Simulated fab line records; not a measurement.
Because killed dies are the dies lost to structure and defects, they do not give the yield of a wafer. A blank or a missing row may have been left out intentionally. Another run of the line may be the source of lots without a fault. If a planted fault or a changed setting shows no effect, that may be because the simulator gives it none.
fab line records :: flow ritCmos
[record]
  lots = 14
  wafers = 42
  lastDay = 7
route steps=202 shown ACTIVE@17 M1@202
lots that met no fault: from a run of the same line without faults
startH: hours from the record's opening day to when the first of the lot's shown wafers began :: waitH: hours elapsed since this lot's preceding step :: " the same as in the row above :: L1.1+2: one row covering several wafers at once :: - no value, or no start was given :: * or withheld: withheld :: < > ~ a bound
route shown NAME@n: a module of which the file shows steps, and the number in the route of the first :: usual: mean and standard deviation over wafers with no fault :: same: alike in all rows :: chamber/n: place in a boat :: sites: each site's reading :: _std_site: their standard deviation :: _edge_site: inner sites' mean taken away from outer sites' mean :: radiusMm: how far each site lies from the wafer's centre :: mask NAME#n: copy n :: behind: the last tool/chamber to shape the wafer :: hold: what put the lot on hold/how long, in hours/how the hold closed :: device: names the non-switching transistor (n, p or np) :: end of line: tests of these same wafers at the route's end :: for a step that has no rows: nothing shown but its recipe :: killed: the dies lost at the first sort to structure and to defects; this is not the yield of the wafer :: map: a wafer's dies, marking killed ones x, the rest . and places with no die _
set.NAME: the setting as run; set.NAME@STEP: as run at that earlier step :: model.NAME: the simulator's own value behind a step, which no gauge read
one table for each step of the route and one row for each wafer, over a sample of lots
[[steps]]
[step RIT_ACTIVE_CLEAN_15]
[recipe]
  chemistry = SC1
  mix = 3:3:50
  timeS = 600
  tempC = 75
[usual]
  bathGuardTempC = 75.2/0.58
  bathHeatDutyPct = 16.3/1.3
  timeS = 600/0
lot.wafer: L400.1
tool: wetBench-01
chamber: 1
startH: 15.81
waitH: 0.1
bathGuardTempC: 75.0
bathHeatDutyPct: 14.4
timeS: 600

lot.wafer: L400.2
tool: wetBench-01
chamber: 1
startH: 15.81
waitH: 0.1
bathGuardTempC: 74.8
bathHeatDutyPct: 15.6
timeS: 600

lot.wafer: L400.3
tool: wetBench-01
chamber: 1
startH: 15.81
waitH: 0.1
bathGuardTempC: 74.9
bathHeatDutyPct: 13.3
timeS: 600

lot.wafer: L401.2
tool: wetBench-01
chamber: 0
startH: 20.37
waitH: 0.1
bathGuardTempC: 75.4
bathHeatDutyPct: 14.5
timeS: 600

lot.wafer: L401.3
tool: wetBench-01
chamber: 0
startH: 20.37
waitH: 0.1
bathGuardTempC: 75.6
bathHeatDutyPct: 14.1
timeS: 600

lot.wafer: L401.4
tool: wetBench-01
chamber: 0
startH: 20.37
waitH: 0.1
bathGuardTempC: 75.0
bathHeatDutyPct: 14.3
timeS: 600

lot.wafer: L405.1
tool: wetBench-03
chamber: 2
startH: 40.26
waitH: 0.1
bathGuardTempC: 75.6
bathHeatDutyPct: 16.7
timeS: 600

lot.wafer: L405.3
tool: wetBench-03
chamber: 2
startH: 40.26
waitH: 0.1
bathGuardTempC: 75.6
bathHeatDutyPct: 15.4
timeS: 600

lot.wafer: L405.4
tool: wetBench-03
chamber: 2
startH: 40.26
waitH: 0.1
bathGuardTempC: 75.7
bathHeatDutyPct: 16.9
timeS: 600

lot.wafer: L406.1
tool: wetBench-03
chamber: 0
startH: 45.14
waitH: 0.1
bathGuardTempC: 75.8
bathHeatDutyPct: 18.4
timeS: 600

lot.wafer: L406.2
tool: wetBench-03
chamber: 0
startH: 45.14
waitH: 0.1
bathGuardTempC: 75.4
bathHeatDutyPct: 17.4
timeS: 600

lot.wafer: L406.6
tool: wetBench-03
chamber: 0
startH: 45.14
waitH: 0.1
bathGuardTempC: 75.9
bathHeatDutyPct: 16.5
timeS: 600

lot.wafer: L407.1
tool: wetBench-03
chamber: 2
startH: 50.98
waitH: 0.1
bathGuardTempC: 75.8
bathHeatDutyPct: 17.7
timeS: 600

lot.wafer: L407.3
tool: wetBench-03
chamber: 2
startH: 50.98
waitH: 0.1
bathGuardTempC: 75.4
bathHeatDutyPct: 16.2
timeS: 600

lot.wafer: L407.4
tool: wetBench-03
chamber: 2
startH: 50.98
waitH: 0.1
bathGuardTempC: 75.3
bathHeatDutyPct: 17.3
timeS: 600

lot.wafer: L408.1
tool: wetBench-01
chamber: 0
startH: 55.26
waitH: 0.1
bathGuardTempC: -
bathHeatDutyPct: -
timeS: -

lot.wafer: L408.3
tool: wetBench-01
chamber: 0
startH: 55.26
waitH: 0.1
bathGuardTempC: -
bathHeatDutyPct: -
timeS: -

lot.wafer: L408.6
tool: wetBench-01
chamber: 0
startH: 55.26
waitH: 0.1
bathGuardTempC: -
bathHeatDutyPct: -
timeS: -

lot.wafer: L409.1
tool: wetBench-03
chamber: 0
startH: 60.81
waitH: 0.1
bathGuardTempC: -
bathHeatDutyPct: -
timeS: -

lot.wafer: L409.4
tool: wetBench-03
chamber: 0
startH: 60.81
waitH: 0.1
bathGuardTempC: -
bathHeatDutyPct: -
timeS: -

lot.wafer: L409.5
tool: wetBench-03
chamber: 0
startH: 60.81
waitH: 0.1
bathGuardTempC: -
bathHeatDutyPct: -
timeS: -

lot.wafer: L413.2
tool: wetBench-02
chamber: 0
startH: 80.14
waitH: 0.1
bathGuardTempC: 75.2
bathHeatDutyPct: 17.4
timeS: 600

lot.wafer: L413.4
tool: wetBench-02
chamber: 0
startH: 80.14
waitH: 0.1
bathGuardTempC: 74.9
bathHeatDutyPct: 16.9
timeS: 600

lot.wafer: L413.5
tool: wetBench-02
chamber: 0
startH: 80.14
waitH: 0.1
bathGuardTempC: 75.1
bathHeatDutyPct: 15.5
timeS: 600

lot.wafer: L414.2
tool: wetBench-03
chamber: 1
startH: 85.14
waitH: 0.1
bathGuardTempC: 73.7
bathHeatDutyPct: 17.2
timeS: 600

lot.wafer: L414.3
tool: wetBench-03
chamber: 1
startH: 85.14
waitH: 0.1
bathGuardTempC: 74.4
bathHeatDutyPct: 17.8
timeS: 600

lot.wafer: L414.6
tool: wetBench-03
chamber: 1
startH: 85.14
waitH: 0.1
bathGuardTempC: 73.8
bathHeatDutyPct: 17.4
timeS: 600

lot.wafer: L416.2
tool: wetBench-03
chamber: 2
startH: 95.26
waitH: 0.1
bathGuardTempC: 75.2
bathHeatDutyPct: 17.1
timeS: 600

lot.wafer: L416.3
tool: wetBench-03
chamber: 2
startH: 95.26
waitH: 0.1
bathGuardTempC: 75.6
bathHeatDutyPct: 16.1
timeS: 600

lot.wafer: L416.4
tool: wetBench-03
chamber: 2
startH: 95.26
waitH: 0.1
bathGuardTempC: 75.4
bathHeatDutyPct: 16.7
timeS: 600

lot.wafer: L418.2
tool: wetBench-01
chamber: 2
startH: 105.22
waitH: 0.1
bathGuardTempC: 75.2
bathHeatDutyPct: 15.5
timeS: 600

lot.wafer: L418.4
tool: wetBench-01
chamber: 2
startH: 105.22
waitH: 0.1
bathGuardTempC: 75.6
bathHeatDutyPct: 14.8
timeS: 600

lot.wafer: L418.5
tool: wetBench-01
chamber: 2
startH: 105.22
waitH: 0.1
bathGuardTempC: 75.1
bathHeatDutyPct: 16.1
timeS: 600

lot.wafer: L419.1
tool: wetBench-02
chamber: 2
startH: 110.26
waitH: 0.1
bathGuardTempC: 75.9
bathHeatDutyPct: 16.5
timeS: 600

lot.wafer: L419.2
tool: wetBench-02
chamber: 2
startH: 110.26
waitH: 0.1
bathGuardTempC: 75.7
bathHeatDutyPct: 17.0
timeS: 600

lot.wafer: L419.6
tool: wetBench-02
chamber: 2
startH: 110.26
waitH: 0.1
bathGuardTempC: 75.6
bathHeatDutyPct: 16.4
timeS: 600

lot.wafer: L420.1
tool: wetBench-01
chamber: 2
startH: 115.14
waitH: 0.1
bathGuardTempC: 75.3
bathHeatDutyPct: 14.2
timeS: 600

lot.wafer: L420.4
tool: wetBench-01
chamber: 2
startH: 115.14
waitH: 0.1
bathGuardTempC: 75.5
bathHeatDutyPct: 13.2
timeS: 600

lot.wafer: L420.6
tool: wetBench-01
chamber: 2
startH: 115.14
waitH: 0.1
bathGuardTempC: 75.8
bathHeatDutyPct: 15.0
timeS: 600

lot.wafer: L422.1
tool: wetBench-01
chamber: 0
startH: 125.26
waitH: 0.1
bathGuardTempC: 75.5
bathHeatDutyPct: 15.7
timeS: 600

lot.wafer: L422.4
tool: wetBench-01
chamber: 0
startH: 125.26
waitH: 0.1
bathGuardTempC: 75.3
bathHeatDutyPct: 15.9
timeS: 600

lot.wafer: L422.5
tool: wetBench-01
chamber: 0
startH: 125.26
waitH: 0.1
bathGuardTempC: 75.3
bathHeatDutyPct: 15.3
timeS: 600
[step RIT_M1_PROBE_99]
[usual]
  killedAtContacts = 0.1/0.24
  killedAtFrontEnd = 7/3
  killedDies = 7/3
  killedOpen = 3.2/1.8
  killedShort = 3.5/2.1
[same]
  grossDies = 264
  killed_at_M0_to_M3 = 0
  killed_at_M4_up = 0
  killedAtBackSide = 0
  killedAtOther = 0
lot.wafer: L408.1
tool: prober-02
chamber: -
startH: 96.64
waitH: 0.1
killedAtContacts: 0
killedAtFrontEnd: 4
killedDies: 4
killedOpen: 2
killedShort: 2

lot.wafer: L408.3
tool: prober-02
chamber: -
startH: 96.74
waitH: 0.2
killedAtContacts: 0
killedAtFrontEnd: 6
killedDies: 6
killedOpen: 4
killedShort: 2

lot.wafer: L408.6
tool: prober-02
chamber: -
startH: 96.89
waitH: 0.2
killedAtContacts: 0
killedAtFrontEnd: 8
killedDies: 8
killedOpen: 6
killedShort: 2

lot.wafer: L413.2
tool: prober-01
chamber: -
startH: 121.51
waitH: 0.1
killedAtContacts: 0
killedAtFrontEnd: 8
killedDies: 8
killedOpen: 3
killedShort: 5

lot.wafer: L413.4
tool: prober-01
chamber: -
startH: 121.61
waitH: 0.2
killedAtContacts: 0
killedAtFrontEnd: 5
killedDies: 5
killedOpen: 4
killedShort: 1

lot.wafer: L413.5
tool: prober-01
chamber: -
startH: 121.66
waitH: 0.2
killedAtContacts: 0
killedAtFrontEnd: 5
killedDies: 5
killedOpen: 2
killedShort: 3

lot.wafer: L422.1
tool: prober-02
chamber: -
startH: 168.99
waitH: 0.1
killedAtContacts: 0
killedAtFrontEnd: 6
killedDies: 6
killedOpen: 4
killedShort: 2

lot.wafer: L422.4
tool: prober-02
chamber: -
startH: 169.14
waitH: 0.2
killedAtContacts: 0
killedAtFrontEnd: 5
killedDies: 5
killedOpen: 3
killedShort: 2

lot.wafer: L422.5
tool: prober-02
chamber: -
startH: 169.19
waitH: 0.2
killedAtContacts: 0
killedAtFrontEnd: 10
killedDies: 10
killedOpen: 5
killedShort: 5
// killed by level:class
L408.1 SILICIDE:geometricParticle:short=2 FOX1:geometricParticle:open=1 GATE:geometricParticle:open=1
L408.3 GATE:geometricParticle:open=2 GATE:geometricParticle:short=2 FOX1:geometricParticle:open=1 SPACER:geometricParticle:open=1
L408.6 GATE:geometricParticle:open=2 REOX:geometricParticle:open=2 GATE:geometricParticle:short=1 REOX:geometricParticle:short=1 SPACER:geometricParticle:open=1 SILICIDE:geometricParticle:open=1
L413.2 FOX1:geometricParticle:open=2 GATE:geometricParticle:short=2 ACTIVE:geometricParticle:short=1 FOX2:geometricParticle:short=1 REOX:geometricParticle:short=1 REOX:geometricParticle:open=1
L413.4 FOX1:geometricParticle:open=1 FOX2:geometricParticle:open=1 GATE:geometricParticle:open=1 SILICIDE:geometricParticle:short=1 SILICIDE:geometricParticle:open=1
L413.5 GATE:geometricParticle:open=2 FOX1:geometricParticle:short=1 REOX:geometricParticle:short=1 SPACER:geometricParticle:short=1
L422.1 GATE:geometricParticle:open=3 FOX1:geometricParticle:open=1 GATE:geometricParticle:short=1 REOX:geometricParticle:short=1
L422.4 GATE:geometricParticle:open=2 GATE:geometricParticle:short=1 REOX:geometricParticle:short=1 SPACER:geometricParticle:open=1
L422.5 GATE:geometricParticle:open=3 REOX:geometricParticle:short=2 FOX1:geometricParticle:short=1 GATE:geometricParticle:short=1 REOX:geometricParticle:open=1 SPACER:geometricParticle:short=1 SILICIDE:geometricParticle:open=1
[[key]]
[firstSign]
  step = RIT_ACTIVE_CLEAN_15
  reading = toolRecord
  direction = missing
effect none on later readings
metAt RIT_ACTIVE_CLEAN_15
struckLots L408,L409
testerLeftOut L408,L409
onsetBetween 50.98 55.26
[fault]
  kind = skippedStepWhole
  tool = wetBench-01,wetBench-03
  chamber = -
  onsetH = 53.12
  steps = RIT_ACTIVE_CLEAN_15
  scope = struckLotsOnly
// testerLeftOut: of these lots the tester's yield and bins aren't shown, on N5 and GAA mostly nor the transistor test; their killed dies are dies lost to structure and defects alone, not to doping, threshold or leakage, so they don't give the yield
